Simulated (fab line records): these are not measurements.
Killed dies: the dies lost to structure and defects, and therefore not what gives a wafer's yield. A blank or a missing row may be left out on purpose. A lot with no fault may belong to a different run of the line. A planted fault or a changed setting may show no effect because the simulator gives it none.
fab line records -- flow berkeleyCmos170
record lots=6, wafers=18, lastDay=11
route steps=331 shown NLDD@162 SPACER@171
lots that met no fault: from a run of the same line without faults
startH: hours from the record's opening day to when the first of the lot's shown wafers began -- waitH: hours from the lot's prior step to this one -- " the same as in the row above -- L1.1+2: a single row standing in for several wafers -- - no value present, or no start provided -- * or withheld: withheld -- < > ~ a bound
route shown NAME@n: a module of which the file shows steps, and the number in the route of the first -- usual: mean and standard deviation over wafers with no fault -- same: alike in all rows -- chamber/n: place in a boat -- sites: readings site by site -- _std_site: how widely they spread, as a standard deviation -- _edge_site: mean of outer sites minus mean of inner sites -- radiusMm: for every site, how far away it sits from the centre of the wafer -- mask NAME#n: copy n -- behind: the last tool/chamber to shape the wafer -- hold: the reason the lot was held/the length of the hold in hours/how it ended -- device: names the non-switching transistor (n, p or np) -- end of line: tests run on the same wafers once the route is complete -- a step given without rows: its recipe and nothing more -- killed: at the first sort, the dies lost to defects and structure; wafer yield is something else -- map: shows each die of a wafer: x if killed, . if not, _ if none is there
set.NAME: the setting that was run; set.NAME@STEP: the one run at that earlier step -- model.NAME: the simulator's own value behind a step, which no gauge read
certain route steps with their lots: each step a table, each wafer a row
services: from which hour (startH, from the record's first day; less than 0 if before it) a tool's chamber was out of use, for how many hours, and why
## steps
# step UCB170_NLDD_PEB_04
# recipe pebTempC=130, pebTimeS=withheld, resist=KrF
# step UCB170_NLDD_DEVELOP_05
# recipe developer=TMAH, developTimeS=45, resist=KrF, devTempC=21
# step UCB170_NLDD_CD_MEAS_06
# recipe targetCdNm=1200
# usual cdNm=1200.2/1.6
lot.wafer,tool,chamber,startH,waitH,cdNm
L293.1,cdSem-01,-,132.02,-,1199.5
L293.3,cdSem-01,-,132.02,-,1199.8
L293.6,cdSem-01,-,132.02,-,1200.1
L296.2,cdSem-01,-,144.79,-,1201.0
L296.3,cdSem-01,-,144.79,-,1201.1
L296.6,cdSem-01,-,144.79,-,1198.9
L299.1,cdSem-02,-,163.48,-,1201.6
L299.3,cdSem-02,-,163.48,-,1201.8
L299.5,cdSem-02,-,163.48,-,1201.7
L298.1,cdSem-01,-,163.93,-,1200.0
L298.3,cdSem-01,-,163.93,-,1200.7
L298.6,cdSem-01,-,163.93,-,1201.4
L311.2,cdSem-01,-,223.05,-,1201.2
L311.5,cdSem-01,-,223.05,-,1199.4
L311.6,cdSem-01,-,223.05,-,1201.0
L314.1,cdSem-02,-,234.56,-,1196.8
L314.2,cdSem-02,-,234.56,-,1196.5
L314.5,cdSem-02,-,234.56,-,1198.2
# step UCB170_NLDD_OVL_MEAS_07
# usual NLDD_OVL=2/5.2
lot.wafer,tool,chamber,startH,waitH,NLDD_OVL[nm]
L293.1,overlay-01,-,132.14,0.1,8
L293.3,overlay-01,-,132.14,0.1,9
L293.6,overlay-01,-,132.14,0.1,10
L296.2,overlay-01,-,144.90,0.1,2
L296.3,overlay-01,-,144.90,0.1,-4
L296.6,overlay-01,-,144.90,0.1,2
L299.1,overlay-02,-,163.60,0.1,-1
L299.3,overlay-02,-,163.60,0.1,4
L299.5,overlay-02,-,163.60,0.1,2
L298.1,overlay-01,-,164.05,0.1,2
L298.3,overlay-01,-,164.05,0.1,2
L298.6,overlay-01,-,164.05,0.1,2
L311.2,overlay-01,-,223.16,0.1,-6
L311.5,overlay-01,-,223.16,0.1,-1
L311.6,overlay-01,-,223.16,0.1,4
L314.1,overlay-01,-,234.68,0.1,7
L314.2,overlay-01,-,234.68,0.1,4
L314.5,overlay-01,-,234.68,0.1,7
# step UCB170_NLDD_IMPLANT_08
# recipe species=As, doseCm2=5e+13, energyKev=30, tiltDeg=7, rotationDeg=0
# step UCB170_NLDD_IMPLANT_09
# recipe species=As, doseCm2=5e+13, energyKev=30, tiltDeg=7, rotationDeg=180
# step UCB170_NLDD_STRIP_10
# recipe chemistry=O2, powerW=400, pressureMtorr=3500, platenTempC=withheld, o2FlowSccm=400, overashFraction=0.5
# usual drypumpMotorCurrentA=5.8/0.47, o2FlowSccm=399.9/1.1, oesProductAu=0.735/0.0045, stripTimeToEndpointS=21.60/0.067
lot.wafer,tool,chamber,startH,waitH,drypumpMotorCurrentA,o2FlowSccm,oesProductAu,rfHoursCounterH,stripTimeToEndpointS
L293.1,plasmaAsher-03,1,132.48,0.1,5.3,397.4,0.731,39,21.66
L293.3,plasmaAsher-03,1,132.48,0.1,5.3,399.0,0.741,-,21.71
L293.6,plasmaAsher-03,0,132.48,0.1,5.2,400.0,0.744,-,21.69
L296.2,plasmaAsher-02,1,145.23,0.1,6.4,399.9,0.737,38,21.57
L296.3,plasmaAsher-02,0,145.23,0.1,5.3,400.0,0.725,-,21.61
L296.6,plasmaAsher-02,1,145.23,0.1,6.4,401.5,0.728,-,21.59
L299.1,plasmaAsher-03,0,163.94,0.1,5.2,401.9,0.730,43,21.62
L299.3,plasmaAsher-03,1,163.94,0.1,5.3,399.9,0.735,-,21.59
L299.5,plasmaAsher-03,0,163.94,0.1,5.2,401.0,0.738,-,21.68
L298.1,plasmaAsher-02,0,164.39,0.1,5.3,402.2,0.731,40,21.47
L298.3,plasmaAsher-02,0,164.39,0.1,5.3,401.0,0.731,-,21.47
L298.6,plasmaAsher-02,0,164.39,0.1,5.3,401.8,0.728,-,21.54
L311.2,plasmaAsher-03,0,223.49,0.1,5.2,398.9,0.737,49,21.59
L311.5,plasmaAsher-03,1,223.49,0.1,5.3,399.1,0.746,-,21.53
L311.6,plasmaAsher-03,0,223.49,0.1,5.2,400.9,0.735,-,21.54
L314.1,plasmaAsher-02,1,235.02,0.1,6.4,400.2,0.735,48,21.55
L314.2,plasmaAsher-02,0,235.02,0.1,5.3,399.6,0.726,48,21.49
L314.5,plasmaAsher-02,0,235.02,0.1,5.3,400.5,0.734,-,21.64
# step UCB170_NLDD_TW_MEAS_11
# usual NLDD_TW=2242/24
lot.wafer,tool,chamber,startH,waitH,NLDD_TW
L293.1,filmMetro-01,-,132.58,0.1,2282
L293.3,filmMetro-01,-,132.58,0.1,2278
L293.6,filmMetro-01,-,132.58,0.1,2284
L296.2,filmMetro-04,-,145.34,0.1,2220
L296.3,filmMetro-04,-,145.34,0.1,2221
L296.6,filmMetro-04,-,145.34,0.1,2230
L299.1,filmMetro-02,-,164.04,0.1,2241
L299.3,filmMetro-02,-,164.04,0.1,2230
L299.5,filmMetro-02,-,164.04,0.1,2255
L298.1,filmMetro-01,-,164.49,0.1,2298
L298.3,filmMetro-01,-,164.49,0.1,2268
L298.6,filmMetro-01,-,164.49,0.1,2277
L311.2,filmMetro-01,-,223.60,0.1,2271
L311.5,filmMetro-01,-,223.60,0.1,2264
L311.6,filmMetro-01,-,223.60,0.1,2282
L314.1,filmMetro-02,-,235.12,0.1,2242
L314.2,filmMetro-02,-,235.12,0.1,2235
L314.5,filmMetro-02,-,235.12,0.1,2230
# step UCB170_NLDD_CLEAN_12
# recipe chemistry=SPM, tempC=120, timeS=600
# step UCB170_SPACER_CVD_00
# recipe material=SiO2, targetThkNm=376, tempC=390, precursor=TEOS/O2, timeS=47, rfW=550, pressureMtorr=9000
# usual heaterPowerW=275/50
lot.wafer,tool,chamber,startH,waitH,heaterPowerW
L293.1,pecvd-04,0,132.81,0.0,207
L293.3,pecvd-04,2,132.81,0.0,324
L293.6,pecvd-04,0,132.81,0.0,205
L296.2,pecvd-03,0,145.58,0.0,283
L296.3,pecvd-03,2,145.58,0.0,304
L296.6,pecvd-03,1,145.58,0.0,258
L298.1,pecvd-03,0,164.80,0.0,249
L298.3,pecvd-03,2,164.80,0.0,256
L298.6,pecvd-03,1,164.80,0.0,217
L299.1,pecvd-04,2,164.80,0.0,234
L299.3,pecvd-04,0,164.80,0.0,223
L299.5,pecvd-04,1,164.80,0.0,361
L311.2,pecvd-03,0,223.82,0.0,274
L311.5,pecvd-03,0,223.82,0.0,284
L311.6,pecvd-03,2,223.82,0.0,342
L314.1,pecvd-04,1,235.35,0.0,334
L314.2,pecvd-04,0,235.35,0.0,201
L314.5,pecvd-04,0,235.35,0.0,206
# step UCB170_SPACER_THK_MEAS_01
# recipe reads=SiO2_of_SPACER_CVD_00
# usual SPACER_TEOS_THK=376/4.2
lot.wafer,tool,chamber,startH,waitH,SPACER_TEOS_THK[nm]
L293.1,filmMetro-01,-,132.85,0.0,372
L293.3,filmMetro-01,-,132.85,0.0,369
L293.6,filmMetro-01,-,132.85,0.0,378
L296.2,filmMetro-03,-,145.63,0.0,378
L296.3,filmMetro-03,-,145.63,0.0,376
L296.6,filmMetro-03,-,145.63,0.0,381
L298.1,filmMetro-01,-,164.85,0.0,374
L298.3,filmMetro-01,-,164.85,0.0,377
L298.6,filmMetro-01,-,164.85,0.0,378
L299.1,filmMetro-03,-,164.85,0.0,370
L299.3,filmMetro-03,-,164.85,0.0,374
L299.5,filmMetro-03,-,164.85,0.0,381
L311.2,filmMetro-03,-,223.88,0.0,376
L311.5,filmMetro-03,-,223.88,0.0,381
L311.6,filmMetro-03,-,223.88,0.0,380
L314.1,filmMetro-03,-,235.40,0.0,373
L314.2,filmMetro-03,-,235.40,0.0,371
L314.5,filmMetro-03,-,235.40,0.0,376
# step UCB170_SPACER_ANNEAL_02
# recipe tempC=900, timeS=1800, ambient=N2
# step UCB170_SPACER_ETCHBACK_03
# recipe stopOn=Si, target=SiO2, chemistry=CHF3/CF4/Ar, CHF3_flow_sccm=50, cf4FlowSccm=10, Ar_flow_sccm=120, pressureMtorr=200, rfW=500, targetDepthA=3760, timeS=100
# usual CHF3_flow_sccm=50.00/0.15, cf4FlowSccm=10.00/0.031, drypumpMotorCurrentA=6.0/0.48, mfcArSccm=120.0/0.37, oesProductAu=0.905/0.018, throttleValvePct=6.44/0.1
lot.wafer,tool,chamber,startH,waitH,CHF3_flow_sccm,cf4FlowSccm,drypumpMotorCurrentA,mfcArSccm,oesProductAu,rfHoursCounterH,throttleValvePct,model.SiO2_of_SPACER_CVD_00.thkNm,model.poly-Si_of_GATE_CVD_04.thkNm
L293.1,rieDiel-01,2,138.28,0.0,50.19,9.97,6.6,119.1,0.917,11,6.32,0,209.7
L293.3,rieDiel-01,0,138.28,0.0,49.77,10.03,6.7,120.6,0.876,143,6.57,0,211.2
L293.6,rieDiel-01,1,138.28,0.0,50.26,10.01,5.3,120.5,0.911,-,6.24,0,210.4
L296.2,rieDiel-02,0,151.06,0.0,49.97,10.03,5.7,119.9,0.907,83,6.32,0,204.4
L296.3,rieDiel-02,2,151.06,0.0,49.83,10.00,5.4,119.0,0.870,67,6.54,0,203.2
L296.6,rieDiel-02,1,151.06,0.0,49.72,10.04,5.7,119.9,0.921,-,6.41,0,205.7
L298.1,rieDiel-01,1,169.33,0.0,-,-,-,-,-,-,-,373.8,213
L298.3,rieDiel-01,0,169.33,0.0,-,-,-,-,-,-,-,376.9,211
L298.6,rieDiel-01,3,169.33,0.0,-,-,-,-,-,-,-,377.7,212.9
L299.1,rieDiel-03,2,169.33,0.0,-,-,-,-,-,-,-,369.6,213
L299.3,rieDiel-03,3,169.33,0.0,-,-,-,-,-,-,-,374.5,214.7
L299.5,rieDiel-03,3,169.33,0.0,-,-,-,-,-,-,-,380.5,213.6
L311.2,rieDiel-02,2,229.10,0.0,49.98,9.97,5.4,120.2,0.872,72,6.55,0,210.3
L311.5,rieDiel-02,1,229.10,0.0,49.79,9.98,5.7,120.1,0.915,-,6.41,0,212.1
L311.6,rieDiel-02,2,229.10,0.0,49.88,9.95,5.4,120.6,0.870,-,6.55,0,213.3
L314.1,rieDiel-03,3,242.08,0.0,50.02,10.02,6.0,120.3,0.923,7,6.51,0,207.8
L314.2,rieDiel-03,1,242.08,0.0,50.16,10.05,5.8,119.1,0.894,71,6.51,0,206.7
L314.5,rieDiel-03,2,242.08,0.0,49.89,10.03,5.5,119.6,0.908,-,6.44,0,208.1
## services
tool,chamber,startH,hours,kind
pecvd-03,-,108.88,2.4,repair
pecvd-03,-,117.57,2.8,pm
pecvd-04,-,120.05,1.5,repair
pecvd-04,-,135.50,14.0,pm
pecvd-04,0,135.50,14.0,ventCycle
pecvd-04,1,135.50,14.0,ventCycle
pecvd-04,2,135.50,14.0,ventCycle
pecvd-04,0,149.50,-,clean
pecvd-04,1,149.50,-,clean
pecvd-04,2,149.50,-,clean
rieDiel-03,0,189.13,8.9,repair
rieDiel-01,0,210.72,-,clean
rieDiel-01,0,210.72,19.9,scheduledDown
rieDiel-01,0,210.72,19.9,ventCycle
rieDiel-01,-,223.27,15.6,pm
rieDiel-02,1,230.48,1.2,repair
## key
firstSign step=UCB170_SPACER_ETCHBACK_03, reading=toolRecord, direction=missing
effect none on later readings
modelEffect step=UCB170_SPACER_ETCHBACK_03, value=SiO2_of_SPACER_CVD_00.thkNm, without=0, struck=375.5
metAt UCB170_SPACER_ETCHBACK_03
struckWafers L298.1,L298.3,L298.6,L299.1,L299.3,L299.5
laterRowsLeftOut L298.1,L298.3,L298.6,L299.1,L299.3,L299.5
sortLeftOut L298.1,L298.3,L298.6,L299.1,L299.3,L299.5
testerLeftOut L298,L299
onsetBetween 138.28 169.33
fault kind=skippedStepWhole, tool=rieDiel-01,rieDiel-03, chamber=-, onsetH=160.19, steps=UCB170_SPACER_ETCHBACK_03, scope=struckLotsOnly
# testerLeftOut: of these lots the tester's yield and bins aren't shown, on N5 and GAA mostly nor the transistor test; their killed dies are dies lost to structure and defects alone, not to doping, threshold or leakage, so they don't give the yield
# sortLeftOut: the simulated sort isn't trusted on such a fault, so these wafers' sort isn't shown, and their yield isn't known
# laterRowsLeftOut: the simulator's readings of these wafers behind a module that went badly wrong aren't trusted and aren't shown, but for the sort
